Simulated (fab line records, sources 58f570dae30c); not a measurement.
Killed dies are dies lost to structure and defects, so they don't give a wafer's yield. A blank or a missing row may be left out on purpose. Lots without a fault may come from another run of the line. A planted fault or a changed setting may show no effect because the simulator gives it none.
fab line records | flow berkeley_cmos170
record lots=10 wafers=30 last_day=10
route steps=331 shown PWELL@37 PLDD@154 CONTACT@231 M1@239
lots that met no fault: from a run of the same line without faults
start_h: hours from the record's first day to the start of the lot's first wafer shown | wait_h: hours since the lot's step before | " the same as in the row above | L1.1+2: a row that stands for several wafers | - no value, or no start given | * or withheld: withheld | < > ~ a bound
route shown NAME@n: a module of which the file shows steps, and the number in the route of the first | usual: mean/standard deviation of fault-free wafers | same: alike in all rows | chamber/n: place in a boat | sites: the reading at each site | _std_site: their standard deviation | _edge_site: outer sites' mean less inner sites' | radius_mm: how far each site lies from the wafer's centre | mask NAME#n: copy n | behind: the tool/chamber that last shaped the wafer | hold: why the lot was held/for how many hours/how that ended | device: the transistor (n, p or np) that didn't switch | end of line: the same wafers' tests at the end of the route | a step without rows: its recipe alone | killed: dies lost to structure and defects at the first sort, not the wafer's yield | map: a wafer's dies, x killed, . not, _ none there
set.NAME: the setting as run; set.NAME@STEP: as run at that earlier step | model.NAME: the simulator's own value behind a step, which no gauge read
steps of the route over a sample of lots; a table a step, a row a wafer
services: from which hour (start_h, from the record's first day; less than 0 if before it) a tool's chamber was out of use, for how many hours, and why
## steps
# step UCB170_PWELL_THK_MEAS_03
# recipe reads=SiO2_of_PWELL_OXIDATION_02
# usual PWELL_OXIDE_THK=26.2/0.44
# columns lot.wafer tool chamber start_h wait_h PWELL_OXIDE_THK[nm]
L402.1 film_metro-01 - 42.41 0.0 25.5
L402.2 " - " " 25.6
L402.6 " - " " 25.7
L403.3 film_metro-01 - 47.28 0.0 25.5
L403.4 " - " " 25.8
L403.5 " - " " 25.6
L404.3 film_metro-01 - 57.40 0.0 26.3
L404.5 " - " " 26.4
L404.6 " - " " 26.5
L405.1 film_metro-03 - 66.77 0.0 26.4
L405.2 " - " " 25.8
L405.3 " - " " 26.0
L406.1 film_metro-04 - 66.77 0.0 26.6
L406.3 " - " " 26.3
L406.4 " - " " 25.7
L407.1 film_metro-01 - 66.77 0.0 26.2
L407.3 " - " " 26.4
L407.6 " - " " 26.3
L408.2 film_metro-01 - 81.73 0.0 26.6
L408.5 " - " " 26.8
L408.6 " - " " 26.7
L409.2 film_metro-03 - 86.66 0.0 26.6
L409.5 " - " " 26.4
L409.6 " - " " 26.9
L410.1 film_metro-04 - 92.00 0.0 25.7
L410.4 " - " " 26.1
L410.6 " - " " 25.8
L411.1 film_metro-01 - 92.00 0.0 25.4
L411.4 " - " " 25.5
L411.5 " - " " 25.5
# step UCB170_PLDD_IMPLANT_09
# recipe species=BF2 dose_cm2=5e+13 energy_kev=10 tilt_deg=7 rotation_deg=180
# usual beam_energy_keV=10.001/0.0029 implant_ion_amu=49/0
# columns lot.wafer tool chamber start_h wait_h beam_energy_keV implant_ion_amu
L403.3 implanter-03 0 143.70 0.1 9.9947 49
L403.4 " 0 " " 10.000 49
L403.5 " 0 " " 10.000 49
L402.1 implanter-01 0 143.83 0.1 9.9993 49
L402.2 " 0 " " 10.004 49
L402.6 " 0 " " 10.001 49
L404.3 implanter-01 0 163.27 0.1 9.9964 49
L404.5 " 0 " " 9.9983 49
L404.6 " 0 " " 9.9977 49
L407.1 implanter-01 0 170.28 0.1 9.9989 49
L407.3 " 0 " " 9.9947 49
L407.6 " 0 " " 9.9978 49
L406.1 implanter-01 0 170.58 0.1 9.9956 49
L406.3 " 0 " " 9.9984 49
L406.4 " 0 " " 9.9977 49
L405.1 implanter-01 0 170.89 0.1 10.003 49
L405.2 " 0 " " 9.9981 49
L405.3 " 0 " " 9.9993 49
L410.1 implanter-03 0 187.02 0.1 10.002 11
L410.4 " 0 " " 10.001 11
L410.6 " 0 " " 10.000 11
L408.2 implanter-01 0 187.17 0.1 10.005 11
L408.5 " 0 " " 10.006 11
L408.6 " 0 " " 10.004 11
L409.2 implanter-03 0 187.53 0.1 9.9983 11
L409.5 " 0 " " 10.001 11
L409.6 " 0 " " 10.001 11
L411.1 implanter-01 0 206.99 0.1 9.9981 11
L411.4 " 0 " " 9.9982 11
L411.5 " 0 " " 9.9981 11
# step UCB170_PLDD_TW_MEAS_11
# usual PLDD_TW=1008/10
# columns lot.wafer tool chamber start_h wait_h PLDD_TW
L403.3 film_metro-03 - 143.92 0.1 1013
L403.4 " - " " 1018
L403.5 " - " " 1017
L402.1 film_metro-02 - 144.08 0.1 1008
L402.2 " - " " 1008
L402.6 " - " " 1001
L404.3 film_metro-04 - 163.49 0.1 1003
L404.5 " - " " 1002
L404.6 " - " " 1000
L407.1 film_metro-04 - 170.53 0.1 990
L407.3 " - " " 991
L407.6 " - " " 995
L406.1 film_metro-03 - 170.83 0.1 1018
L406.3 " - " " 1015
L406.4 " - " " 1016
L405.1 film_metro-04 - 171.14 0.1 994
L405.2 " - " " 992
L405.3 " - " " 990
L410.1 film_metro-04 - 187.27 0.1 863
L410.4 " - " " 864
L410.6 " - " " 857
L408.2 film_metro-02 - 187.40 0.1 876
L408.5 " - " " 881
L408.6 " - " " 887
L409.2 film_metro-03 - 187.77 0.1 891
L409.5 " - " " 885
L409.6 " - " " 884
L411.1 film_metro-03 - 207.24 0.1 893
L411.4 " - " " 898
L411.5 " - " " 890
# step UCB170_SDANNEAL_RS_MEAS_04
# recipe thk_meas_gauge=four-point-probe
# usual PLDD_RS=1031.9/2.9
# columns lot.wafer tool chamber start_h wait_h PLDD_RS[ohm/sq]
L402.1 film_metro-03 - 162.03 0.1 1031.9
L402.2 " - " " 1033.6
L402.6 " - " " 1034.0
L403.3 film_metro-02 - 164.10 0.1 1032.3
L403.4 " - " " 1031.3
L403.5 " - " " 1031.5
L404.3 film_metro-03 - 177.78 0.1 1030.2
L404.5 " - " " 1030.7
L404.6 " - " " 1029.5
L407.1 film_metro-04 - 185.58 0.1 1032.9
L407.3 " - " " 1032.4
L407.6 " - " " 1034.8
L405.1 film_metro-02 - 185.79 0.1 1034.2
L405.2 " - " " 1034.8
L405.3 " - " " 1037.3
L406.1 film_metro-03 - 185.94 0.1 1031.4
L406.3 " - " " 1033.2
L406.4 " - " " 1032.4
L410.1 film_metro-02 - 201.99 0.1 933.5
L410.4 " - " " 933.5
L410.6 " - " " 936.1
L409.2 film_metro-04 - 202.36 0.1 931.2
L409.5 " - " " 932.5
L409.6 " - " " 929.1
L408.2 film_metro-03 - 202.53 0.1 928.3
L408.5 " - " " 928.2
L408.6 " - " " 929.5
L411.1 film_metro-03 - 220.68 0.1 929.7
L411.4 " - " " 932.1
L411.5 " - " " 930.8
# step UCB170_CONTACT_CD_MEAS_15
# recipe target_cd_nm=700
# usual cd_nm=700.3/1.4
# columns lot.wafer tool chamber start_h wait_h cd_nm
L402.1 cd_sem-01 - 167.32 - 699.3
L402.2 " - " " 700.8
L402.6 " - " " 701.3
L403.3 cd_sem-02 - 171.60 - 701.3
L403.4 " - " " 701.2
L403.5 " - " " 700.9
L404.3 cd_sem-01 - 182.25 - 702.0
L404.5 " - " " 701.8
L404.6 " - " " 701.2
L407.1 cd_sem-01 - 189.85 - 700.8
L407.3 " - " " 699.6
L407.6 " - " " 700.0
L405.1 cd_sem-01 - 190.18 - 699.9
L405.2 " - " " 700.1
L405.3 " - " " 698.1
L406.1 cd_sem-01 - 191.76 - 699.8
L406.3 " - " " 700.8
L406.4 " - " " 701.0
L410.1 cd_sem-01 - 206.37 - 699.3
L410.4 " - " " 698.4
L410.6 " - " " 698.7
L408.2 cd_sem-01 - 209.01 - 701.8
L408.5 " - " " 700.7
L408.6 " - " " 700.5
L409.2 cd_sem-01 - 209.30 - 699.3
L409.5 " - " " 698.1
L409.6 " - " " 700.9
L411.1 cd_sem-01 - 225.32 - 702.5
L411.4 " - " " 701.6
L411.5 " - " " 703.2
# step UCB170_M1_RS_MEAS_01
# recipe thk_meas_gauge=four-point-probe reads=Al_of_M1_SPUTTER_00
# usual M1_AL_RS=0.0485/0.00049
# columns lot.wafer tool chamber start_h wait_h M1_AL_RS[ohm/sq]
L402.1 film_metro-04 - 168.09 0.0 0.0487
L402.2 " - " " 0.0484
L402.6 " - " " 0.0480
L403.3 film_metro-03 - 172.38 0.1 0.0487
L403.4 " - " " 0.0490
L403.5 " - " " 0.0485
L404.3 film_metro-03 - 183.18 0.1 0.0478
L404.5 " - " " 0.0480
L404.6 " - " " 0.0483
L407.1 film_metro-02 - 190.67 0.0 0.0487
L407.3 " - " " 0.0490
L407.6 " - " " 0.0493
L405.1 film_metro-04 - 190.98 0.0 0.0486
L405.2 " - " " 0.0490
L405.3 " - " " 0.0488
L406.1 film_metro-03 - 192.59 0.0 0.0478
L406.3 " - " " 0.0491
L406.4 " - " " 0.0483
L410.1 film_metro-02 - 207.17 0.0 0.0480
L410.4 " - " " 0.0479
L410.6 " - " " 0.0478
L408.2 film_metro-04 - 210.55 0.1 0.0474
L408.5 " - " " 0.0481
L408.6 " - " " 0.0481
L409.2 film_metro-03 - 210.55 0.1 0.0490
L409.5 " - " " 0.0492
L409.6 " - " " 0.0489
L411.1 film_metro-04 - 226.10 0.0 0.0490
L411.4 " - " " 0.0489
L411.5 " - " " 0.0496
## services
# columns tool chamber start_h hours kind
implanter-03 - 154.68 4.1 pm
implanter-03 - 159.17 1.0 repair
implanter-03 - 170.26 5.5 repair
implanter-01 - 175.78 3.6 pm
implanter-03 - 196.04 14.0 pm
implanter-01 - 201.03 4.1 repair
## key
first_sign step=UCB170_PLDD_IMPLANT_09 reading=implant_ion_amu direction=down sigmas=99+ usual=49 struck=11
effect step=UCB170_PLDD_TW_MEAS_11 reading=PLDD_TW direction=down sigmas=13 usual=1008 struck=881
effect step=UCB170_SDANNEAL_RS_MEAS_04 reading=PLDD_RS direction=down sigmas=35 usual=1031.9 struck=931.2
met_at UCB170_PLDD_IMPLANT_09
struck_lots L408,L409,L410,L411
tester_left_out L408,L409,L410,L411
not_acting_at UCB170_PWELL_THK_MEAS_03,UCB170_CONTACT_CD_MEAS_15,UCB170_M1_RS_MEAS_01
fault kind=wrong_recipe_download tool=implanter-01,implanter-02,implanter-03 chamber=- onset_h=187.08 steps=UCB170_PLDD_IMPLANT_09 wrong_recipe.not_listed=1
# tester_left_out: of these lots the tester's yield and bins aren't shown, on N5 and GAA mostly nor the transistor test; their killed dies are dies lost to structure and defects alone, not to doping, threshold or leakage, so they don't give the yield
